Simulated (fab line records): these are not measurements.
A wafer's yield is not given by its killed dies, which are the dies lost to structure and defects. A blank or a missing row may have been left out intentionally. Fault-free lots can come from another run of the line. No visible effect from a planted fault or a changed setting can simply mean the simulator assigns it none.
Chamber matching    flow berkeley cmos170    UCB170_V1_ETCH_14 on rie diel-01 has 4 sister chambers
The step etches SiO2 in CHF3/CF4/Ar, stops on Al, target depth 1250 nm, time 291 s. 16 wafers are shown with their chamber, then 8 later ones without.

WAFERS WITH THEIR CHAMBER
wafer   chamber  drypump motor current A (A)  throttle valve pct (%)  run length s (s)
L335.2  1        5.49                         7.11                    319.8
L335.3  3        5.69                         6.93                    318.9
L335.5  3        5.71                         6.94                    319.1
L337.1  3        5.67                         6.93                    318.9
L337.2  1        5.50                         7.11                    319.3
L337.4  1        5.50                         7.12                    319.7
L340.1  2        6.04                         7.00                    319.4
L340.2  3        5.69                         6.94                    318.9
L340.6  2        6.08                         7.00                    319.3
L341.2  0        5.85                         6.81                    320.1
L341.3  3        5.72                         6.93                    319.0
L341.6  0        5.85                         6.81                    319.9
L343.2  0        5.85                         6.78                    320.3
L343.4  2        6.06                         7.03                    319.6
L343.5  1        5.49                         7.12                    319.8
L344.1  2        6.07                         7.00                    319.6

SIGNATURES, as means of the wafers listed above
reading                  chamber 0  chamber 1  chamber 2  chamber 3  scatter within a chamber
drypump motor current A  5.8500     5.4950     6.0625     5.6960     0.0144
throttle valve pct       6.8000     7.1150     7.0075     6.9340     0.0112
run length s             320.100    319.650    319.475    318.960    0.171
Rule: distance of a wafer from a chamber = root of the sum over the readings of ((wafer's reading minus chamber's mean) / reading's scatter) squared. The wafer belongs to the nearest chamber; if the next one is less than 2 further off, it can't be placed. The scatter: take each reading less its chamber's mean, square it, sum over the shown wafers, divide by the number of wafers less the number of chambers, and take the root.

WAFERS WITH NO CHAMBER GIVEN
wafer   drypump motor current A (A)  throttle valve pct (%)  run length s (s)
L344.4  5.84                         6.81                    320.2
L344.5  5.84                         6.80                    320.3
L354.1  6.08                         7.01                    319.5
L354.3  5.73                         6.95                    319.2
L354.4  5.49                         7.12                    319.3
L357.2  5.87                         6.81                    320.2
L357.4  5.48                         7.12                    319.6
L357.6  5.49                         7.11                    319.5

WHICH CHAMBER EACH WENT THROUGH
wafer   from the rows above  in truth
L344.4  0                    0
L344.5  0                    0
L354.1  2                    2
L354.3  3                    3
L354.4  1                    1
L357.2  0                    0
L357.4  1                    1
L357.6  1                    1
Correct placement for 8 of the 8. Left unplaced by these rows: 0. Number placed wrongly: 0.
